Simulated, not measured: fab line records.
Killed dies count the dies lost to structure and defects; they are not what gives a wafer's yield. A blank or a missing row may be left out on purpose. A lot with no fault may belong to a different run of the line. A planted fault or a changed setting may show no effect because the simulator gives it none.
Code-filled problem report in 8D (eight disciplines) form	flow rit-cmos	the parts of the form that need people (team, actions taken, sign-off) are left out

## 1. WHAT IS WRONG
Mean NRETRO_TW at RIT_NRETRO_TW_MEAS_10: 1213 over 6 wafers in 2 lots; fault-free wafers: 1046, standard deviation 5.6. That is +30 standard deviations from the usual mean.
Seen first at day 6 04:05 on film-metro-02, wafer L364.1. At this step, 42 wafers from 14 lots have a number in the record. Rule for "out" (also "out of limits"): further than 4 standard deviations from the usual mean. The rest of the wafers with a number are treated as sound.

## 2. WHAT IT IS AND WHAT IT IS NOT
question	is	is not
which readings at this step	NRETRO_TW	-
which lots	L364, L367	L348, L349, L351, L353, L355, L356, L357, L359, L365, L369, L370, L371
which wafers of those lots	all that have a number	-
read on which gauges	film-metro-02, film-metro-04	film-metro-01
when	from day 6 04:05	up to then (24 sound wafers); but 12 sound wafers of L365, L369, L370, L371 came after

## 3. SUSPECTS, AND WHAT RULES EACH OUT
Counting: any tool at a process step up to the reading is kept as a suspect provided that every lot that is out went through it and no sound lot did after the first of them.
- ruled out: the gauge at RIT_NRETRO_TW_MEAS_10. 2 gauges (film-metro-02, film-metro-04) read the wafers that are out.
- implanter-03 at RIT_NRETRO_IMPLANT_08: kept. All lots that are out passed through it, beginning with L364 at day 6 03:45, and no sound lot followed; its final sound lot before that point was L359 at day 4 19:09. Its own readings are out on those wafers: dose-ions-cm2, faraday-current-uA.
Left after counting: implanter-03 at RIT_NRETRO_IMPLANT_08.

## 4. THE CAUSE (what the simulator had put in)
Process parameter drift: implanter-03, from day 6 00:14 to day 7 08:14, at RIT_NRETRO_IMPLANT_08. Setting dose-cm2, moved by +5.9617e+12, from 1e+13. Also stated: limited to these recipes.
Only this tool survived the counting.

## 5. THE CHAIN OF EFFECTS, in route order
One row per reading whose mean, taken over the struck wafers that have a number, lies over 3 standard deviations from the usual. Only readings for which the record gives a usual standard deviation are gone through. hours: the time from each lot's start at the first step in this table that gives one to its start at this step, as a median over the lots. sigmas: the change in usual standard deviations.
hours	step	reading	usual	on struck wafers	change	sigmas
0	RIT_NRETRO_IMPLANT_08	dose-ions-cm2	9.997e+12	1.595e+13	+5.957e+12	+99 or more
0	RIT_NRETRO_IMPLANT_08	faraday-current-uA	31.7	50.9	+19.2	+35
0	RIT_NRETRO_TW_MEAS_10	NRETRO_TW	1046	1213	+167	+30
It contains these process steps:
- RIT_NRETRO_IMPLANT_08

## 6. HOW IT WOULD HAVE BEEN CAUGHT EARLIER
Counted from the fault's start at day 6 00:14, it took 4 hours until the first out-of-limits reading at a measuring or inspecting step in this record, taken at day 6 04:05.
The tool's own readings at RIT_NRETRO_IMPLANT_08 were out on every struck wafer that the step has a row for (dose-ions-cm2, faraday-current-uA): an alarm limit on them would have fired on the first of those.
Lots out: 2; of these, L367 started RIT_NRETRO_IMPLANT_08 on implanter-03 after day 6 04:05. Holding the tool at that time would have saved it.
